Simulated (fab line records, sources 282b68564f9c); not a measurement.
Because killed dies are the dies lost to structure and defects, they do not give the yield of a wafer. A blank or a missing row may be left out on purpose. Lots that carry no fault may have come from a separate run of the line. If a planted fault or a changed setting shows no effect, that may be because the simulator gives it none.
Which tool was responsible?    flow ritCmos    13 lots, 39 wafers sampled, at 5 steps of a route of 202

== WHAT EACH GAUGE READ, for each wafer ==
RIT_ACTIVE_THK_MEAS_02. Usual: ACTIVE_OXIDE_THK 47.2 nm, standard deviation 0.81.
lot   measured     on            ACTIVE_OXIDE_THK (nm)  flag
L396  day 1 13:05  filmMetro-02  46.2 46.3 45.6         
L397  day 1 17:07  filmMetro-02  46.2 46.5 46.5         
L398  day 2 00:08  filmMetro-02  47.7 47.9 47.4         
L399  day 2 03:04  filmMetro-04  46.0 46.2 45.8         
L401  day 2 15:30  filmMetro-04  47.0 47.4 46.6         
L408  day 4 01:07  filmMetro-02  47.9 47.7 47.8         
L409  day 4 06:04  filmMetro-04  47.6 48.0 48.1         
L412  day 4 20:05  filmMetro-01  47.9 49.2 48.6         
L413  day 5 01:05  filmMetro-04  46.9 47.5 46.6         
L414  day 5 06:41  filmMetro-01  47.1 46.3 46.3         
L417  day 5 22:13  filmMetro-04  46.8 46.3 47.4         
L418  day 6 02:05  filmMetro-01  48.7 47.2 47.2         
L419  day 6 09:05  filmMetro-02  48.5 48.4 47.5         

RIT_ACTIVE_THK_MEAS_04. Usual: ACTIVE_NITRIDE_THK 149.6 nm, standard deviation 1.4.
lot   measured     on            ACTIVE_NITRIDE_THK (nm)              flag
L396  day 1 14:33  filmMetro-04  151.2 150.9 150.4                    
L397  day 1 18:35  filmMetro-04  151.2 151.0 150.6                    
L398  day 2 01:49  filmMetro-04  150.9 150.8 149.7                    
L399  day 2 04:33  filmMetro-02  151.2 150.9 150.8                    
L401  day 2 16:59  filmMetro-01  150.4 151.4 150.7                    
L408  day 4 02:58  filmMetro-01  220.6 221.1 220.7 220.6 220.9 220.7  OFF
L409  day 4 08:14  filmMetro-04  151.4 149.4 150.2                    
L412  day 4 22:28  filmMetro-04  148.3 146.9 147.7                    
L413  day 5 02:34  filmMetro-04  148.2 146.6 147.8                    
L414  day 5 08:10  filmMetro-04  149.5 148.2 148.3                    
L417  day 5 23:41  filmMetro-01  148.8 148.3 148.1                    
L418  day 6 03:34  filmMetro-04  148.5 149.8 148.9                    
L419  day 6 10:34  filmMetro-02  149.8 150.7 149.5                    

RIT_GATE_THK_MEAS_09. Usual: GATE_POLY_THK 250.4 nm, standard deviation 2.2.
lot   measured     on            GATE_POLY_THK (nm)  flag
L396  day 2 19:02  filmMetro-04  256.3 254.4 255.6   
L397  day 3 02:14  filmMetro-02  249.9 249.0 247.8   
L398  day 3 06:19  filmMetro-03  247.7 248.8 248.8   
L399  day 3 10:35  filmMetro-03  252.6 251.9 253.4   
L401  day 3 22:18  filmMetro-03  249.2 244.1 248.3   
L409  day 5 09:55  filmMetro-04  251.9 251.5 253.6   
L412  day 6 00:17  filmMetro-03  254.0 252.9 253.8   
L413  day 6 01:55  filmMetro-02  251.9 251.6 252.9   
L414  day 6 12:58  filmMetro-03  250.8 249.9 250.4   
L417  day 7 04:32  filmMetro-02  251.6 248.2 248.5   
L418  day 7 04:34  filmMetro-03  250.9 249.0 250.4   
L419  day 7 21:30  filmMetro-04  251.7 252.5 249.4   

== WHICH TOOL RAN EACH LOT (tool, then ch and the chambers of the sampled wafers, then the start) ==
lot   RIT_ACTIVE_CVD_03           RIT_PRETRO_STRIP_09
L396  lpcvd-01 ch 0, day 1 13:08  plasmaAsher-04 ch 0, day 2 08:01
L397  lpcvd-01 ch 0, day 1 17:11  plasmaAsher-04 ch 0,1, day 2 14:24
L398  lpcvd-01 ch 0, day 2 00:23  plasmaAsher-04 ch 0,1, day 2 23:47
L399  lpcvd-01 ch 0, day 2 03:07  plasmaAsher-02 ch 0,1, day 3 05:13
L401  lpcvd-01 ch 1, day 2 15:33  plasmaAsher-04 ch 0,1, day 3 16:55
L408  lpcvd-01 ch 0, day 4 01:33  -
L409  lpcvd-02 ch 0, day 4 06:07  plasmaAsher-02 ch 0,1, day 5 06:13
L412  lpcvd-02 ch 0, day 4 21:02  plasmaAsher-01 ch 0,1, day 5 19:50
L413  lpcvd-02 ch 0, day 5 01:07  plasmaAsher-01 ch 0,1, day 5 21:33
L414  lpcvd-02 ch 1, day 5 06:45  plasmaAsher-04 ch 0,1, day 6 06:02
L417  lpcvd-02 ch 1, day 5 22:16  plasmaAsher-02 ch 1, day 6 20:00
L418  lpcvd-02 ch 1, day 6 02:07  plasmaAsher-04 ch 0,1, day 6 23:09
L419  lpcvd-02 ch 0, day 6 09:08  plasmaAsher-04 ch 0,1, day 7 05:50
- RIT_ACTIVE_CVD_03: deposits Si3N4 from SiH2Cl2/NH3, target thk 150 nm, time 1500 s.
- RIT_PRETRO_STRIP_09: strips in O2, time 180 s.

== AS READ BY THE TOOLS THEMSELVES (means over the sampled wafers that have a number; for cases with no such wafer, the mark the record gives instead) ==
RIT_ACTIVE_CVD_03. Usual: spikeTcLoadC 834.2 C, standard deviation 2.2; zonePowerCentrePct 37.0 %, standard deviation 2.4.
lot   tool      spikeTcLoadC (C)  zonePowerCentrePct (%)  flag
L396  lpcvd-01  833.8             38.6                    
L397  lpcvd-01  832.2             38.9                    
L398  lpcvd-01  833.5             38.4                    
L399  lpcvd-01  834.0             38.6                    
L401  lpcvd-01  836.5             34.5                    
L408  lpcvd-01  833.8             38.6                    
L409  lpcvd-02  834.4             40.7                    
L412  lpcvd-02  833.1             41.0                    
L413  lpcvd-02  833.9             40.8                    
L414  lpcvd-02  831.8             35.7                    
L417  lpcvd-02  831.5             36.0                    
L418  lpcvd-02  830.5             35.9                    
L419  lpcvd-02  832.8             40.9                    

RIT_PRETRO_STRIP_09. Usual: drypumpMotorCurrentA reads 5.9 A (standard deviation 0.6).
lot   tool            drypumpMotorCurrentA (A)  flag
L396  plasmaAsher-04  6.3                       
L397  plasmaAsher-04  6.1                       
L398  plasmaAsher-04  6.2                       
L399  plasmaAsher-02  5.5                       
L401  plasmaAsher-04  6.1                       
L409  plasmaAsher-02  5.4                       
L412  plasmaAsher-01  5.8                       
L413  plasmaAsher-01  5.9                       
L414  plasmaAsher-04  6.1                       
L417  plasmaAsher-02  4.9                       
L418  plasmaAsher-04  6.2                       
L419  plasmaAsher-04  6.1                       

== THE ANSWER, worked out from the rows above alone ==
Rule: a lot counts as off when the mean over its wafers that have a number is more than 3 standard deviations away from the usual mean. A lot without any number at a reading at which 4 lots or more have one is off too. Where the step has rows for the other lots, those lots are counted as sound. Order of review: gauges by route order, followed by the tools' own readings, for which a lot's mean as printed above is used. At the first step where some lot is off, the reading lying furthest off is the one used; lots without a number count as furthest.
Off: L408, at RIT_ACTIVE_THK_MEAS_04 (ACTIVE_NITRIDE_THK).
A tool fits if, at a process step before that reading, it ran every lot that is off, and no sound lot after the first of them. Those tools and the gauges at RIT_ACTIVE_THK_MEAS_04 are tried in the same way. One candidate fits, namely lpcvd-01 at RIT_ACTIVE_CVD_03. A fault onset in the window from L401 (day 2 15:33, its last sound lot) to L408 (day 4 01:33, its first lot off) fits.

== WHAT WAS PUT IN BY THE SIMULATOR ==
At RIT_ACTIVE_CVD_03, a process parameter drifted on lpcvd-01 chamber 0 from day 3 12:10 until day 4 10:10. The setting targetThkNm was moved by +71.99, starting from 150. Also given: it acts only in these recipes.
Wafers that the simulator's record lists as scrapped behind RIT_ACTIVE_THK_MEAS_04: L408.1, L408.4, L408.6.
Shown lots that were struck: L408. Same finding as the rule above.
